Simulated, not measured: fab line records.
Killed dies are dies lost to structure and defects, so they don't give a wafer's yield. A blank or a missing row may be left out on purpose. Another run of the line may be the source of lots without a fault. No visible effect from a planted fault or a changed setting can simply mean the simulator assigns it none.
The same fault as seen by 2 desks -- flow rit cmos -- what lay behind the numbers comes last; until then each desk has only its own

## THE TOOL OWNER'S DESK: pecvd-04
The tool's own readings at RIT_CONTACT_CVD_00 (deposits SiO2 from TEOS, target thk 400 nm, time 61 s): means of the sampled wafers that have a number, for each lot that ran on this tool. A lot is out of limits, marked OUT, if its mean lies more than 4 standard deviations from the usual mean; the brackets give that distance.
Columns: A = heater power w at RIT_CONTACT_CVD_00, usual 313 W; B = run length s at RIT_CONTACT_CVD_00, usual 88.6 s
lot,first seen here,A,B
L201,day 3 07:41,314,88.5
L204,day 4 00:35,311,88.3
L207,day 4 14:01,270,88.9
L216,day 6 09:15,330,84.2 (-8.4) OUT
L219,day 7 01:04,286,80.0 (-16) OUT
This desk's finding: out of limits on L216, L219; first on L216, day 6 09:15 (run length s at RIT_CONTACT_CVD_00). In limits: L201, L204, L207.

## FROM THE METROLOGY DESK
What the gauges read, lot by lot, whatever tool the lot ran on: means of the sampled wafers that have a number. A lot is out of limits, marked OUT, if its mean lies more than 4 standard deviations from the usual mean; the brackets give that distance.
Columns: A = PSD_OVL at RIT_PSD_OVL_MEAS_06, usual 0.8 nm; B = CONTACT_TEOS_THK at RIT_CONTACT_THK_MEAS_01, usual 402 nm; C = M1_AL_THK at RIT_M1_THK_MEAS_02, usual 397 nm
lot,first seen here,A,B,C
L201,day 3 05:43,-1.4,401,396
L202,day 3 13:03,-1.1,403,399
L203,day 3 17:27,0.4,401,397
L204,day 3 22:34,2.8,406,392
L205,day 4 05:42,1.5,406,397
L207,day 4 11:59,-0.3,398,397
L209,day 4 21:17,-0.7,402,396
L211,day 5 05:19,2.1,397,392
L215,day 6 03:07,1.7,396,401
L216,day 6 07:14,2.7,373 (-5.7) OUT,403
L217,day 6 09:16,-1.6,403,391
L219,day 6 23:03,3.1,335 (-13) OUT,401
L223,day 7 15:54,2.1,405,395
L224,day 8 02:37,-0.4,405,400
This desk's finding: out of limits on L216, L219; first on L216, day 6 09:18 (CONTACT_TEOS_THK at RIT_CONTACT_THK_MEAS_01). In limits: L201, L202, L203, L204, L205, L207, L209, L211, L215, L217, L223, L224.

## PUT TOGETHER
An alarm could have come from the tool owner's desk at day 6 09:15, on L216, L219.
The metrology desk could have raised an alarm at day 6 09:18, on L216, L219.
All the named lots went through RIT_CONTACT_CVD_00 on pecvd-04.

## WHAT HAD BEEN PUT IN BY THE SIMULATOR
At RIT_CONTACT_CVD_00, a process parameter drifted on pecvd-04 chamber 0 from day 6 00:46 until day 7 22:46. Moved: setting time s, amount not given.
Lots struck among those shown: L216, L219.
Delay (hours) between the fault's onset and each desk's first out-of-limits reading: 8 at the tool owner's desk, 9 at the metrology desk.
